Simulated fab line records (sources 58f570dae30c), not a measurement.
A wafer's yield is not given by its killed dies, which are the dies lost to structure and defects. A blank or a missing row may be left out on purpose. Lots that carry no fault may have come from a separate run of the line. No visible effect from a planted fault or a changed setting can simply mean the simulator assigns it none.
One fault seen from 2 desks / flow berkeleyCmos170 / numbers are kept per desk, each desk with only its own; the story behind them comes last

## FROM THE METROLOGY DESK
Means of the sampled wafers that have a number, per lot and without regard to the tool the lot ran on: this is what the gauges read. If a lot's mean is further than 4 standard deviations from the usual mean, the lot is out of limits and carries the mark OUT (the distance appears in the brackets).
Columns: A = NWELL_OXIDE_THK at UCB170_NWELL_THK_MEAS_02, usual 26.5 nm; B = NWELL_NITRIDE_THK at UCB170_NWELL_THK_MEAS_05, usual 224.1 nm; C = NWELL_OVL at UCB170_NWELL_OVL_MEAS_12, usual -3 nm; D = NWELL_TW at UCB170_NWELL_TW_MEAS_16, usual 1248
lot=L113; first seen here=day 2 12:44; A=26.9; B=221.4; C=-2; D=1243
lot=L119; first seen here=day 3 23:14; A=27.2; B=219.0; C=-13; D=1254
lot=L122; first seen here=day 4 12:17; A=26.8; B=224.4; C=-8; D=1233
lot=L128; first seen here=day 5 18:20; A=26.5; B=226.4; C=1; D=1233
lot=L130; first seen here=day 6 08:17; A=26.5; B=224.4; C=-7; D=1277
lot=L133; first seen here=day 6 19:47; A=26.3; B=228.4; C=-9; D=1268
This desk's finding: nothing out of limits on any of the 6 lots.

## THE TOOL OWNER'S DESK: rieDiel-02
The tool's own readings at UCB170_NWELL_ETCH_13 (etches Si3N4 in CH3F/Ar/O2, stops on SiO2, target depth 246.4 nm, time 154 s): means of the sampled wafers that have a number, for each lot that ran on this tool. If a lot's mean is further than 4 standard deviations from the usual mean, the lot is out of limits and carries the mark OUT (the distance appears in the brackets).
Columns: A = drypumpMotorCurrentA at UCB170_NWELL_ETCH_13, usual 5.7 A; B = oesProductAu at UCB170_NWELL_ETCH_13, usual 0.941 a.u.; C = throttleValvePct at UCB170_NWELL_ETCH_13, usual 8.08 %
lot=L128; first seen here=day 6 04:02; A=5.9; B=0.858 (-6.0) OUT; C=8.11
lot=L130; first seen here=day 6 13:37; A=5.5; B=0.773 (-12) OUT; C=8.07
lot=L133; first seen here=day 7 02:44; A=6.1; B=0.944; C=8.04
This desk finds L128, L130 out of limits, L128 being first, at day 6 04:02 (oesProductAu at UCB170_NWELL_ETCH_13). L133 stayed within limits.

## TAKEN TOGETHER
An alarm could have come from the tool owner's desk at day 6 04:02, on L128, L130.
Nothing out of limits was seen by the metrology desk.
The metrology desk holds a record of L128, L130, inside its limits.
Of the lots named, all ran UCB170_NWELL_ETCH_13 on rieDiel-02.

## WHAT THE SIMULATOR HAD PUT IN
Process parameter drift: rieDiel-02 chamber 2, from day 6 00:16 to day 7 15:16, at UCB170_NWELL_ETCH_13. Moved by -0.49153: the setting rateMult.
Shown lots that were struck: L128, L130.
Each desk's first reading out of limits, in hours after the fault started: the tool owner's desk, 4.
